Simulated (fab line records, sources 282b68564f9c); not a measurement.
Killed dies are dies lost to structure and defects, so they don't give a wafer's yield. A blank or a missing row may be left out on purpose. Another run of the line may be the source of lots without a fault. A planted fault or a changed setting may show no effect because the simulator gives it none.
One fault through the eyes of 2 desks	flow rit-cmos	every desk sees just its own numbers, and what lay behind them comes last

DESK OF THE TOOL OWNER: iline-stepper-02
The tool's own readings at RIT_PLDD_EXPOSE_03 (exposes mask M8, target cd 40900 nm): means of the sampled wafers that have a number, for each lot that ran on this tool. Any lot whose mean is over 4 standard deviations away from the usual mean is out of limits and marked OUT; that distance is given in the brackets.
Columns: A = stage-vel-mm-s at RIT_PLDD_EXPOSE_03, usual 499.98 mm/s
lot	first seen here	A
L104	day 4 15:10	500.02
L105	day 4 20:16	499.93
This desk's verdict: no lot among the 2 shows anything out of limits.

THE METROLOGY DESK
Lot by lot, what the gauges showed, no matter which tool ran the lot: averages of those sampled wafers that carry a number. Any lot whose mean is over 4 standard deviations away from the usual mean is out of limits and marked OUT; that distance is given in the brackets.
Columns: A = PLDD_OVL at RIT_PLDD_OVL_MEAS_06, usual 0.0 nm
lot	first seen here	A
L995	day 2 19:08	1.1
L996	day 3 00:37	0.5
L997	day 3 04:36	-0.1
L999	day 3 14:25	-0.7
L104	day 4 15:32	4.2
L105	day 4 20:40	4.2
L106	day 5 01:08	-1.6
L108	day 5 11:37	-0.4
L111	day 6 02:32	0.0
L114	day 6 17:34	0.3
L116	day 7 04:10	-0.1
This desk's verdict: no lot among the 11 shows anything out of limits.

TAKEN TOGETHER
Nothing out of limits was seen by the tool owner's desk.
Metrology desk: nothing out of limits seen.

WHAT WAS PUT IN BY THE SIMULATOR
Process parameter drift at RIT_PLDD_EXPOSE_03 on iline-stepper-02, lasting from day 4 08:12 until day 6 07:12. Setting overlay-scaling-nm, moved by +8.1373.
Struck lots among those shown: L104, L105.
